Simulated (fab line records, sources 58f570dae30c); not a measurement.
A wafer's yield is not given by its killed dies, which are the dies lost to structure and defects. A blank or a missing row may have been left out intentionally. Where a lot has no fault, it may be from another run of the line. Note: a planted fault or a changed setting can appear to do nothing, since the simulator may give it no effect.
Which tool did it?	flow berkeley_cmos170	16 lots, 47 wafers sampled, at 4 steps of a route of 331

WHAT THE GAUGES SHOWED, per wafer
UCB170_M3_THK_MEAS_03: measures by xrf. Usual: M3_AL_THK 911 nm, standard deviation 14.
lot	measured	on	M3_AL_THK (nm)	flag
L373	day 7 21:50	film_metro-04	925 912 912	
L375	day 8 02:26	film_metro-02	927 933 920	
L378	day 9 04:41	film_metro-02	903 890 895	
L379	day 9 05:14	film_metro-04	904 918 905	
L380	day 9 04:45	film_metro-01	902 889 915	
L384	day 10 01:01	film_metro-02	904 944 915	
L383	day 10 00:54	film_metro-01	914 918 915	
L381	day 10 01:58	film_metro-02	904 904 910	
L382	day 10 02:39	film_metro-04	919 908 921	
L385	day 10 17:21	film_metro-01	923 920 916	
L387	day 11 03:52	film_metro-02	907 904 904	
L386	day 11 02:41	film_metro-02	916 914 906	
L390	day 11 05:45	film_metro-04	894 911	
L391	day 11 06:43	film_metro-02	936 923 919	
L393	day 12 01:37	film_metro-01	894 881 914	
L395	day 12 01:16	film_metro-01	919 909 908	

WHICH TOOL RAN EACH LOT (tool, then ch and the chambers of the sampled wafers, then the start)
lot	UCB170_NSD_STRIP_09	UCB170_M2_ETCH_17	UCB170_V2_ETCH_14
L373	plasma_asher-04 ch 1, day 6 18:05	rie_diel-01 ch 1,2, day 7 18:20	rie_diel-02 ch 0,1, day 7 21:10
L375	plasma_asher-02 ch 0,1, day 7 05:40	rie_diel-03 ch 1,3, day 7 23:20	rie_diel-03 ch 1,2, day 8 01:46
L378	plasma_asher-01 ch 0,1, day 8 05:34	rie_diel-04 ch 0,1,3, day 9 00:31	rie_diel-02 ch 0,1,2, day 9 03:58
L379	plasma_asher-02 ch 0,1, day 8 05:50	rie_diel-01 ch 0,2,3, day 9 00:55	rie_diel-04 ch 0,1,2, day 9 04:34
L380	plasma_asher-04 ch 0,1, day 8 06:08	rie_diel-03 ch 0,1, day 9 00:39	rie_diel-04 ch 0,2, day 9 04:04
L384	plasma_asher-02 ch 0,1, day 8 20:02	rie_diel-04 ch 0,1,3, day 9 21:43	rie_diel-03 ch 0,1,3, day 10 00:19
L383	plasma_asher-01 ch 0,1, day 8 20:18	rie_diel-03 ch 1,2, day 9 21:12	rie_diel-02 ch 0,1,3, day 10 00:02
L381	plasma_asher-04 ch 0,1, day 8 20:22	rie_diel-03 ch 0,2,3, day 9 22:32	rie_diel-02 ch 0,3, day 10 01:16
L382	plasma_asher-01 ch 0, day 8 21:25	rie_diel-04 ch 1,2,3, day 9 22:39	rie_diel-04 ch 2,3, day 10 01:59
L385	plasma_asher-02 ch 0,1, day 9 13:23	rie_diel-04 ch 0,1,3, day 10 13:55	rie_diel-02 ch 1,2, day 10 16:40
L387	plasma_asher-04 ch 0,1, day 9 23:59	rie_diel-04 ch 0,1,3, day 11 00:10	rie_diel-02 ch 0,1, day 11 02:58
L386	plasma_asher-02 ch 0,1, day 10 00:18	rie_diel-01 ch 2,3, day 10 23:32	rie_diel-04 ch 1,3, day 11 02:01
L390	plasma_asher-02 ch 0, day 10 04:23	rie_diel-03 ch 0,3, day 11 02:28	rie_diel-04 ch 0,1, day 11 05:04
L391	plasma_asher-02 ch 0,1, day 10 04:59	rie_diel-04 ch 0,1,3, day 11 02:46	rie_diel-02 ch 0,1,2, day 11 06:02
L393	plasma_asher-02 ch 0,1, day 11 01:05	rie_diel-03 ch 1,3, day 11 22:29	rie_diel-04 ch 2,3, day 12 00:56
L395	plasma_asher-01 ch 0,1, day 11 01:17	rie_diel-03 ch 0,1,3, day 11 21:48	rie_diel-02 ch 0,1,2, day 12 00:36
- UCB170_NSD_STRIP_09: strips in O2.
- UCB170_M2_ETCH_17: etches BARC in N2/H2.
- UCB170_V2_ETCH_14: etches SiO2 in CHF3/CF4/Ar, stops on Al, target depth 1250 nm, time 291 s.

AS READ BY THE TOOLS THEMSELVES (means over the sampled wafers that have a number; for cases with no such wafer, the mark the record gives instead)
UCB170_NSD_STRIP_09. Usual: drypump_motor_current_A 5.8 A, standard deviation 0.38; oes_product_au 0.533 a.u., standard deviation 0.0046; strip_time_to_endpoint_s 35.82 s, standard deviation 0.072.
lot	tool	drypump_motor_current_A (A)	oes_product_au (a.u.)	strip_time_to_endpoint_s (s)	flag
L373	plasma_asher-04	6.5	0.537	35.81	
L375	plasma_asher-02	5.7	0.535	35.96	
L378	plasma_asher-01	5.5	0.533	35.85	
L379	plasma_asher-02	5.7	0.532	35.86	
L380	plasma_asher-04	6.1	0.533	35.77	
L384	plasma_asher-02	5.7	0.535	35.76	
L383	plasma_asher-01	5.5	0.534	35.88	
L381	plasma_asher-04	6.3	0.536	35.69	
L382	plasma_asher-01	5.4	0.539	35.83	
L385	plasma_asher-02	5.8	0.532	35.78	
L387	plasma_asher-04	6.4	0.529	35.85	
L386	plasma_asher-02	5.6	0.534	35.91	
L390	plasma_asher-02	5.9	0.531	35.81	
L391	plasma_asher-02	5.8	0.530	35.84	
L393	plasma_asher-02	5.8	0.532	35.91	
L395	plasma_asher-01	5.4	0.533	35.71	

UCB170_M2_ETCH_17. Usual: drypump_motor_current_A 5.8 A, standard deviation 0.43; oes_product_au 0.986 a.u., standard deviation 0.02; throttle_valve_pct 13.33 %, standard deviation 0.18.
lot	tool	drypump_motor_current_A (A)	oes_product_au (a.u.)	throttle_valve_pct (%)	flag
L373	rie_diel-01	5.3	0.952	13.53	
L375	rie_diel-03	5.4	1.010	13.32	
L378	rie_diel-04	5.9	0.995	13.33	
L379	rie_diel-01	5.9	0.984	13.26	
L380	rie_diel-03	6.2	0.987	13.24	
L384	rie_diel-04	5.9	0.990	13.33	
L383	rie_diel-03	5.5	1.004	13.29	
L381	rie_diel-03	6.0	0.971	13.39	
L382	rie_diel-04	6.0	0.994	13.37	
L385	rie_diel-04	5.8	0.992	13.33	
L387	rie_diel-04	5.9	0.992	13.32	
L386	rie_diel-01	5.7	0.957	13.31	
L390	rie_diel-03	6.0	0.980	13.37	
L391	rie_diel-04	5.8	1.000	13.33	
L393	rie_diel-03	5.5	1.007	13.32	
L395	rie_diel-03	5.9	0.988	13.31	

UCB170_V2_ETCH_14. Usual: drypump_motor_current_A 5.9 A, standard deviation 0.4; mfc_ar_sccm 150.0 sccm, standard deviation 0.44; oes_product_au 0.866 a.u., standard deviation 0.014; throttle_valve_pct 7.01 %, standard deviation 0.12.
lot	tool	drypump_motor_current_A (A)	mfc_ar_sccm (sccm)	oes_product_au (a.u.)	throttle_valve_pct (%)	flag
L373	rie_diel-02	5.9	150.1	0.863	7.03	
L375	rie_diel-03	5.7	150.3	0.873	7.06	
L378	rie_diel-02	6.1	150.0	0.856	7.04	
L379	rie_diel-04	6.2	149.8	0.868	7.00	
L380	rie_diel-04	6.1	149.8	0.869	6.99	
L384	rie_diel-03	5.8	150.0	0.881	6.91	
L383	rie_diel-02	5.8	149.9	0.864	7.06	
L381	rie_diel-02	5.7	150.3	0.860	7.08	
L382	rie_diel-04	5.6	150.1	0.874	6.84	
L385	rie_diel-02	6.2	150.5	0.856	7.11	
L387	rie_diel-02	6.0	150.3	0.857	6.98	
L386	rie_diel-04	6.0	150.1	0.865	6.94	
L390	rie_diel-04	6.1	150.2	0.855	7.03	
L391	rie_diel-02	6.1	150.5	0.858	7.04	
L393	rie_diel-04	5.6	150.1	0.869	6.85	
L395	rie_diel-02	6.1	149.7	0.861	7.05	

THE ANSWER, worked out from the rows above alone
Rule: a lot counts as off when the mean over its wafers that have a number is more than 3 standard deviations away from the usual mean. Also off: a lot with no number at a reading for which 4 or more lots have one. All remaining lots with rows at the step are treated as sound. The gauges are gone through in route order, then the tools' own readings, and for those a lot's mean is taken as printed above. At the first step where some lot is off, the reading lying furthest off is the one used; lots without a number count as furthest.
None of the lots is off at any reading shown; this tells nothing.

WHAT WAS PUT IN BY THE SIMULATOR
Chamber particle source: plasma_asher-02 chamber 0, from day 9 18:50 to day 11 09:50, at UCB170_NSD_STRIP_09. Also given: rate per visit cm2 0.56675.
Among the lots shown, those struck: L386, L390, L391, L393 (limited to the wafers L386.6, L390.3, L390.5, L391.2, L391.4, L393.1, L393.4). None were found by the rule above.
